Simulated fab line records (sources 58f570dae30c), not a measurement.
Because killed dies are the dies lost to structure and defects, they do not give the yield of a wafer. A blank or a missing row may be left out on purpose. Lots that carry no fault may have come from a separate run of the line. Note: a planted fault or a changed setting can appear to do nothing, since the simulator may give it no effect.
fab line records / flow berkeleyCmos170
record lots=13 wafers=39 lastDay=13
route steps=331 shown SDANNEAL@205 PSD@206 NSD@207
lots that met no fault: taken from a fault-free run of the same line
startH: hours from the record's opening day to when the first of the lot's shown wafers began / waitH: hours since the lot's step before / " same as the row above / L1.1+2: one row covering several wafers at once / - no value present, or no start provided / * or withheld: withheld / < > ~ a bound
route shown NAME@n: names a module that has steps shown in the file, with the first one's number in the route / usual: mean/standard deviation taken from wafers without a fault / same: alike in all rows / chamber/n: place in a boat / sites: the reading at each site / _std_site: their standard deviation / _edge_site: inner sites' mean taken away from outer sites' mean / radiusMm: how far each site lies from the wafer's centre / mask NAME#n: copy n / behind: the tool/chamber that last shaped the wafer / hold: what put the lot on hold/how long, in hours/how the hold closed / device: names the non-switching transistor (n, p or np) / end of line: at the end of the route, the tests of the same wafers / where a step has no rows: the recipe by itself / killed: not the wafer's yield, but the dies lost to structure and defects at the first sort / map: a wafer's dies, x killed, . not, _ none there
set.NAME: the setting the step ran with; set.NAME@STEP: the setting that earlier step ran with / model.NAME: the simulator's own value behind a step, which no gauge read
the route's steps for a sample of lots (tables are steps, rows are wafers)
services: a tool's chamber out of use, with start hour (startH, from the record's first day; less than 0 if before it), hours out, and reason
## steps
# step UCB170_SDANNEAL_RTA_01
# recipe tempC=1050 timeS=5 ambient=N2
# usual chamberO2Ppm=1.995/0.025 lampPowerPct=39.1/1.5 wafer_temp_C_max=1054.8/0.96
lot.wafer=L602.1 tool=rtpAnneal-02 chamber=0 startH=136.39 waitH=0.1 chamberO2Ppm=2.021 lampPowerPct=37.5 wafer_temp_C_max=1053.8
lot.wafer=L602.2 tool=rtpAnneal-02 chamber=0 startH=136.39 waitH=0.1 chamberO2Ppm=2.033 lampPowerPct=37.5 wafer_temp_C_max=1056.3
lot.wafer=L602.6 tool=rtpAnneal-02 chamber=0 startH=136.39 waitH=0.1 chamberO2Ppm=2.044 lampPowerPct=37.5 wafer_temp_C_max=1054.8
lot.wafer=L603.1 tool=rtpAnneal-01 chamber=0 startH=136.66 waitH=0.1 chamberO2Ppm=1.979 lampPowerPct=40.6 wafer_temp_C_max=1055.2
lot.wafer=L603.2 tool=rtpAnneal-01 chamber=0 startH=136.66 waitH=0.1 chamberO2Ppm=2.004 lampPowerPct=40.6 wafer_temp_C_max=1056.1
lot.wafer=L603.3 tool=rtpAnneal-01 chamber=0 startH=136.66 waitH=0.1 chamberO2Ppm=1.999 lampPowerPct=40.6 wafer_temp_C_max=1056.1
lot.wafer=L604.1 tool=rtpAnneal-02 chamber=0 startH=145.88 waitH=0.1 chamberO2Ppm=1.996 lampPowerPct=37.5 wafer_temp_C_max=1054.6
lot.wafer=L604.3 tool=rtpAnneal-02 chamber=0 startH=145.88 waitH=0.1 chamberO2Ppm=1.969 lampPowerPct=37.5 wafer_temp_C_max=1053.5
lot.wafer=L604.5 tool=rtpAnneal-02 chamber=0 startH=145.88 waitH=0.1 chamberO2Ppm=1.986 lampPowerPct=37.5 wafer_temp_C_max=1054.3
lot.wafer=L605.1 tool=rtpAnneal-01 chamber=0 startH=157.94 waitH=0.1 chamberO2Ppm=2.030 lampPowerPct=40.6 wafer_temp_C_max=1054.2
lot.wafer=L605.2 tool=rtpAnneal-01 chamber=0 startH=157.94 waitH=0.1 chamberO2Ppm=2.013 lampPowerPct=40.6 wafer_temp_C_max=1054.2
lot.wafer=L605.5 tool=rtpAnneal-01 chamber=0 startH=157.94 waitH=0.1 chamberO2Ppm=2.044 lampPowerPct=40.6 wafer_temp_C_max=1054.4
lot.wafer=L609.1 tool=rtpAnneal-01 chamber=0 startH=181.76 waitH=0.1 chamberO2Ppm=1.966 lampPowerPct=40.6 wafer_temp_C_max=1057.3
lot.wafer=L609.2 tool=rtpAnneal-01 chamber=0 startH=181.76 waitH=0.1 chamberO2Ppm=2.002 lampPowerPct=40.6 wafer_temp_C_max=1053.5
lot.wafer=L609.6 tool=rtpAnneal-01 chamber=0 startH=181.76 waitH=0.1 chamberO2Ppm=1.993 lampPowerPct=40.6 wafer_temp_C_max=1056.1
lot.wafer=L616.1 tool=rtpAnneal-02 chamber=0 startH=210.96 waitH=0.1 chamberO2Ppm=2.001 lampPowerPct=37.6 wafer_temp_C_max=1054.7
lot.wafer=L616.2 tool=rtpAnneal-02 chamber=0 startH=210.96 waitH=0.1 chamberO2Ppm=2.016 lampPowerPct=37.6 wafer_temp_C_max=1053.7
lot.wafer=L616.4 tool=rtpAnneal-02 chamber=0 startH=210.96 waitH=0.1 chamberO2Ppm=2.002 lampPowerPct=37.5 wafer_temp_C_max=1054.3
lot.wafer=L619.2 tool=rtpAnneal-02 chamber=0 startH=232.44 waitH=0.1 chamberO2Ppm=2.005 lampPowerPct=37.5 wafer_temp_C_max=1055.5
lot.wafer=L619.3 tool=rtpAnneal-02 chamber=0 startH=232.44 waitH=0.1 chamberO2Ppm=2.003 lampPowerPct=37.5 wafer_temp_C_max=1054.4
lot.wafer=L619.5 tool=rtpAnneal-02 chamber=0 startH=232.44 waitH=0.1 chamberO2Ppm=1.960 lampPowerPct=37.5 wafer_temp_C_max=1054.5
lot.wafer=L620.3 tool=rtpAnneal-01 chamber=0 startH=233.07 waitH=0.1 chamberO2Ppm=2.019 lampPowerPct=40.6 wafer_temp_C_max=1054.2
lot.wafer=L620.5 tool=rtpAnneal-01 chamber=0 startH=233.07 waitH=0.1 chamberO2Ppm=1.998 lampPowerPct=40.6 wafer_temp_C_max=1054.8
lot.wafer=L620.6 tool=rtpAnneal-01 chamber=0 startH=233.07 waitH=0.1 chamberO2Ppm=1.991 lampPowerPct=40.6 wafer_temp_C_max=1053.7
lot.wafer=L621.2 tool=rtpAnneal-02 chamber=0 startH=241.54 waitH=0.1 chamberO2Ppm=1.997 lampPowerPct=37.5 wafer_temp_C_max=1056.1
lot.wafer=L621.4 tool=rtpAnneal-02 chamber=0 startH=241.54 waitH=0.1 chamberO2Ppm=2.011 lampPowerPct=37.5 wafer_temp_C_max=1055.7
lot.wafer=L621.6 tool=rtpAnneal-02 chamber=0 startH=241.54 waitH=0.1 chamberO2Ppm=2.004 lampPowerPct=37.5 wafer_temp_C_max=1056.1
lot.wafer=L623.1 tool=rtpAnneal-01 chamber=0 startH=249.81 waitH=0.1 chamberO2Ppm=1.987 lampPowerPct=40.5 wafer_temp_C_max=1055.2
lot.wafer=L623.5 tool=rtpAnneal-01 chamber=0 startH=249.81 waitH=0.1 chamberO2Ppm=2.010 lampPowerPct=40.6 wafer_temp_C_max=1055.6
lot.wafer=L623.6 tool=rtpAnneal-01 chamber=0 startH=249.81 waitH=0.1 chamberO2Ppm=1.956 lampPowerPct=40.6 wafer_temp_C_max=1055.7
lot.wafer=L622.2 tool=rtpAnneal-01 chamber=0 startH=253.32 waitH=0.1 chamberO2Ppm=1.943 lampPowerPct=40.6 wafer_temp_C_max=1055.0
lot.wafer=L622.3 tool=rtpAnneal-01 chamber=0 startH=253.32 waitH=0.1 chamberO2Ppm=1.957 lampPowerPct=40.6 wafer_temp_C_max=1055.2
lot.wafer=L622.5 tool=rtpAnneal-01 chamber=0 startH=253.32 waitH=0.1 chamberO2Ppm=1.973 lampPowerPct=40.5 wafer_temp_C_max=1054.8
lot.wafer=L624.1 tool=rtpAnneal-01 chamber=0 startH=262.02 waitH=0.1 chamberO2Ppm=2.017 lampPowerPct=40.6 wafer_temp_C_max=1054.5
lot.wafer=L624.2 tool=rtpAnneal-01 chamber=0 startH=262.02 waitH=0.1 chamberO2Ppm=1.986 lampPowerPct=40.6 wafer_temp_C_max=1056.3
lot.wafer=L624.5 tool=rtpAnneal-01 chamber=0 startH=262.02 waitH=0.1 chamberO2Ppm=2.013 lampPowerPct=40.6 wafer_temp_C_max=1056.2
lot.wafer=L625.3 tool=rtpAnneal-02 chamber=0 startH=273.91 waitH=0.1 chamberO2Ppm=2.003 lampPowerPct=37.5 wafer_temp_C_max=1054.9
lot.wafer=L625.4 tool=rtpAnneal-02 chamber=0 startH=273.91 waitH=0.1 chamberO2Ppm=2.014 lampPowerPct=37.6 wafer_temp_C_max=1053.5
lot.wafer=L625.5 tool=rtpAnneal-02 chamber=0 startH=273.91 waitH=0.1 chamberO2Ppm=1.944 lampPowerPct=37.6 wafer_temp_C_max=1054.2
# step UCB170_SDANNEAL_RS_MEAS_02
# recipe thkMeasGauge=four-point-probe
# usual PSD_RS=75.6/0.32
lot.wafer=L602.1 tool=filmMetro-03 chamber=- startH=136.47 waitH=0.1 PSD_RS[ohm/sq]=75.6
lot.wafer=L602.2 tool=filmMetro-03 chamber=- startH=136.47 waitH=0.1 PSD_RS[ohm/sq]=75.6
lot.wafer=L602.6 tool=filmMetro-03 chamber=- startH=136.47 waitH=0.1 PSD_RS[ohm/sq]=75.8
lot.wafer=L603.1 tool=filmMetro-02 chamber=- startH=136.72 waitH=0.0 PSD_RS[ohm/sq]=75.6
lot.wafer=L603.2 tool=filmMetro-02 chamber=- startH=136.72 waitH=0.0 PSD_RS[ohm/sq]=75.5
lot.wafer=L603.3 tool=filmMetro-02 chamber=- startH=136.72 waitH=0.0 PSD_RS[ohm/sq]=75.5
lot.wafer=L604.1 tool=filmMetro-02 chamber=- startH=145.93 waitH=0.0 PSD_RS[ohm/sq]=75.1
lot.wafer=L604.3 tool=filmMetro-02 chamber=- startH=145.93 waitH=0.0 PSD_RS[ohm/sq]=74.9
lot.wafer=L604.5 tool=filmMetro-02 chamber=- startH=145.93 waitH=0.0 PSD_RS[ohm/sq]=75.1
lot.wafer=L605.1 tool=filmMetro-03 chamber=- startH=158.05 waitH=0.1 PSD_RS[ohm/sq]=74.0
lot.wafer=L605.2 tool=filmMetro-03 chamber=- startH=158.05 waitH=0.1 PSD_RS[ohm/sq]=74.0
lot.wafer=L605.5 tool=filmMetro-03 chamber=- startH=158.05 waitH=0.1 PSD_RS[ohm/sq]=74.4
lot.wafer=L609.1 tool=filmMetro-01 chamber=- startH=181.82 waitH=0.0 PSD_RS[ohm/sq]=73.8
lot.wafer=L609.2 tool=filmMetro-01 chamber=- startH=181.82 waitH=0.0 PSD_RS[ohm/sq]=73.5
lot.wafer=L609.6 tool=filmMetro-01 chamber=- startH=181.82 waitH=0.0 PSD_RS[ohm/sq]=74.0
lot.wafer=L616.1 tool=filmMetro-01 chamber=- startH=211.02 waitH=0.0 PSD_RS[ohm/sq]=75.5
lot.wafer=L616.2 tool=filmMetro-01 chamber=- startH=211.02 waitH=0.0 PSD_RS[ohm/sq]=76.1
lot.wafer=L616.4 tool=filmMetro-01 chamber=- startH=211.02 waitH=0.0 PSD_RS[ohm/sq]=75.8
lot.wafer=L619.2 tool=filmMetro-03 chamber=- startH=232.51 waitH=0.1 PSD_RS[ohm/sq]=76.1
lot.wafer=L619.3 tool=filmMetro-03 chamber=- startH=232.51 waitH=0.1 PSD_RS[ohm/sq]=76.1
lot.wafer=L619.5 tool=filmMetro-03 chamber=- startH=232.51 waitH=0.1 PSD_RS[ohm/sq]=75.9
lot.wafer=L620.3 tool=filmMetro-02 chamber=- startH=233.15 waitH=0.1 PSD_RS[ohm/sq]=75.6
lot.wafer=L620.5 tool=filmMetro-02 chamber=- startH=233.15 waitH=0.1 PSD_RS[ohm/sq]=75.4
lot.wafer=L620.6 tool=filmMetro-02 chamber=- startH=233.15 waitH=0.1 PSD_RS[ohm/sq]=75.7
lot.wafer=L621.2 tool=filmMetro-02 chamber=- startH=241.61 waitH=0.1 PSD_RS[ohm/sq]=76.0
lot.wafer=L621.4 tool=filmMetro-02 chamber=- startH=241.61 waitH=0.1 PSD_RS[ohm/sq]=75.7
lot.wafer=L621.6 tool=filmMetro-02 chamber=- startH=241.61 waitH=0.1 PSD_RS[ohm/sq]=75.5
lot.wafer=L623.1 tool=filmMetro-02 chamber=- startH=249.87 waitH=0.0 PSD_RS[ohm/sq]=75.6
lot.wafer=L623.5 tool=filmMetro-02 chamber=- startH=249.87 waitH=0.0 PSD_RS[ohm/sq]=75.8
lot.wafer=L623.6 tool=filmMetro-02 chamber=- startH=249.87 waitH=0.0 PSD_RS[ohm/sq]=75.5
lot.wafer=L622.2 tool=filmMetro-02 chamber=- startH=253.39 waitH=0.1 PSD_RS[ohm/sq]=75.8
lot.wafer=L622.3 tool=filmMetro-02 chamber=- startH=253.39 waitH=0.1 PSD_RS[ohm/sq]=75.9
lot.wafer=L622.5 tool=filmMetro-02 chamber=- startH=253.39 waitH=0.1 PSD_RS[ohm/sq]=75.8
lot.wafer=L624.1 tool=filmMetro-02 chamber=- startH=262.07 waitH=0.0 PSD_RS[ohm/sq]=75.4
lot.wafer=L624.2 tool=filmMetro-02 chamber=- startH=262.07 waitH=0.0 PSD_RS[ohm/sq]=75.5
lot.wafer=L624.5 tool=filmMetro-02 chamber=- startH=262.07 waitH=0.0 PSD_RS[ohm/sq]=75.3
lot.wafer=L625.3 tool=filmMetro-03 chamber=- startH=273.99 waitH=0.1 PSD_RS[ohm/sq]=75.8
lot.wafer=L625.4 tool=filmMetro-03 chamber=- startH=273.99 waitH=0.1 PSD_RS[ohm/sq]=75.6
lot.wafer=L625.5 tool=filmMetro-03 chamber=- startH=273.99 waitH=0.1 PSD_RS[ohm/sq]=75.7
# step UCB170_SDANNEAL_RS_MEAS_03
# recipe thkMeasGauge=four-point-probe
# usual NSD_RS=37.28/0.096
lot.wafer=L602.1 tool=filmMetro-03 chamber=- startH=136.59 waitH=0.1 NSD_RS[ohm/sq]=37.35
lot.wafer=L602.2 tool=filmMetro-03 chamber=- startH=136.59 waitH=0.1 NSD_RS[ohm/sq]=37.24
lot.wafer=L602.6 tool=filmMetro-03 chamber=- startH=136.59 waitH=0.1 NSD_RS[ohm/sq]=37.36
lot.wafer=L603.1 tool=filmMetro-02 chamber=- startH=136.84 waitH=0.1 NSD_RS[ohm/sq]=37.15
lot.wafer=L603.2 tool=filmMetro-02 chamber=- startH=136.84 waitH=0.1 NSD_RS[ohm/sq]=37.04
lot.wafer=L603.3 tool=filmMetro-02 chamber=- startH=136.84 waitH=0.1 NSD_RS[ohm/sq]=37.18
lot.wafer=L604.1 tool=filmMetro-02 chamber=- startH=146.05 waitH=0.1 NSD_RS[ohm/sq]=37.36
lot.wafer=L604.3 tool=filmMetro-02 chamber=- startH=146.05 waitH=0.1 NSD_RS[ohm/sq]=37.35
lot.wafer=L604.5 tool=filmMetro-02 chamber=- startH=146.05 waitH=0.1 NSD_RS[ohm/sq]=37.38
lot.wafer=L605.1 tool=filmMetro-03 chamber=- startH=158.17 waitH=0.1 NSD_RS[ohm/sq]=36.91
lot.wafer=L605.2 tool=filmMetro-03 chamber=- startH=158.17 waitH=0.1 NSD_RS[ohm/sq]=37.04
lot.wafer=L605.5 tool=filmMetro-03 chamber=- startH=158.17 waitH=0.1 NSD_RS[ohm/sq]=36.92
lot.wafer=L609.1 tool=filmMetro-01 chamber=- startH=181.94 waitH=0.1 NSD_RS[ohm/sq]=37.01
lot.wafer=L609.2 tool=filmMetro-01 chamber=- startH=181.94 waitH=0.1 NSD_RS[ohm/sq]=36.89
lot.wafer=L609.6 tool=filmMetro-01 chamber=- startH=181.94 waitH=0.1 NSD_RS[ohm/sq]=37.00
lot.wafer=L616.1 tool=filmMetro-01 chamber=- startH=211.14 waitH=0.1 NSD_RS[ohm/sq]=37.28
lot.wafer=L616.2 tool=filmMetro-01 chamber=- startH=211.14 waitH=0.1 NSD_RS[ohm/sq]=37.31
lot.wafer=L616.4 tool=filmMetro-01 chamber=- startH=211.14 waitH=0.1 NSD_RS[ohm/sq]=37.22
lot.wafer=L619.2 tool=filmMetro-03 chamber=- startH=232.63 waitH=0.1 NSD_RS[ohm/sq]=37.26
lot.wafer=L619.3 tool=filmMetro-03 chamber=- startH=232.63 waitH=0.1 NSD_RS[ohm/sq]=37.26
lot.wafer=L619.5 tool=filmMetro-03 chamber=- startH=232.63 waitH=0.1 NSD_RS[ohm/sq]=37.27
lot.wafer=L620.3 tool=filmMetro-02 chamber=- startH=233.27 waitH=0.1 NSD_RS[ohm/sq]=37.25
lot.wafer=L620.5 tool=filmMetro-02 chamber=- startH=233.27 waitH=0.1 NSD_RS[ohm/sq]=37.16
lot.wafer=L620.6 tool=filmMetro-02 chamber=- startH=233.27 waitH=0.1 NSD_RS[ohm/sq]=37.20
lot.wafer=L621.2 tool=filmMetro-02 chamber=- startH=241.73 waitH=0.1 NSD_RS[ohm/sq]=37.30
lot.wafer=L621.4 tool=filmMetro-02 chamber=- startH=241.73 waitH=0.1 NSD_RS[ohm/sq]=37.23
lot.wafer=L621.6 tool=filmMetro-02 chamber=- startH=241.73 waitH=0.1 NSD_RS[ohm/sq]=37.26
lot.wafer=L623.1 tool=filmMetro-02 chamber=- startH=249.99 waitH=0.1 NSD_RS[ohm/sq]=37.31
lot.wafer=L623.5 tool=filmMetro-02 chamber=- startH=249.99 waitH=0.1 NSD_RS[ohm/sq]=37.43
lot.wafer=L623.6 tool=filmMetro-02 chamber=- startH=249.99 waitH=0.1 NSD_RS[ohm/sq]=37.34
lot.wafer=L622.2 tool=filmMetro-02 chamber=- startH=253.51 waitH=0.1 NSD_RS[ohm/sq]=37.33
lot.wafer=L622.3 tool=filmMetro-02 chamber=- startH=253.51 waitH=0.1 NSD_RS[ohm/sq]=37.33
lot.wafer=L622.5 tool=filmMetro-02 chamber=- startH=253.51 waitH=0.1 NSD_RS[ohm/sq]=37.30
lot.wafer=L624.1 tool=filmMetro-02 chamber=- startH=262.19 waitH=0.1 NSD_RS[ohm/sq]=37.27
lot.wafer=L624.2 tool=filmMetro-02 chamber=- startH=262.19 waitH=0.1 NSD_RS[ohm/sq]=37.30
lot.wafer=L624.5 tool=filmMetro-02 chamber=- startH=262.19 waitH=0.1 NSD_RS[ohm/sq]=37.25
lot.wafer=L625.3 tool=filmMetro-03 chamber=- startH=274.11 waitH=0.1 NSD_RS[ohm/sq]=37.21
lot.wafer=L625.4 tool=filmMetro-03 chamber=- startH=274.11 waitH=0.1 NSD_RS[ohm/sq]=37.18
lot.wafer=L625.5 tool=filmMetro-03 chamber=- startH=274.11 waitH=0.1 NSD_RS[ohm/sq]=37.21
## services
tool=rtpAnneal-01 chamber=- startH=212.17 hours=3.4 kind=pm
## key
firstSign step=UCB170_SDANNEAL_RS_MEAS_02 reading=PSD_RS direction=down sigmas=5.2 usual=75.6 struck=73.9
effect step=UCB170_SDANNEAL_RS_MEAS_03 reading=NSD_RS direction=down sigmas=3.3 usual=37.28 struck=36.96
metAt UCB170_SDANNEAL_RTA_01
struckLots L605,L609
testerLeftOut L605,L609
onsetBetween 136.66 157.94
earlierFault kind=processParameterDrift tool=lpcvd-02 chamber=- onsetH=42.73 steps=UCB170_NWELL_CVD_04 channel=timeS offset=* shape=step endH=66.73 actsIn=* stated=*
fault kind=processParameterDrift tool=rtpAnneal-01 chamber=- onsetH=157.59 steps=UCB170_SDANNEAL_RTA_01 channel=timeS offset=* shape=step endH=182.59 actsIn=* stated=*
# testerLeftOut: of these lots the tester's yield and bins aren't shown, on N5 and GAA mostly nor the transistor test; their killed dies are dies lost to structure and defects alone, not to doping, threshold or leakage, so they don't give the yield
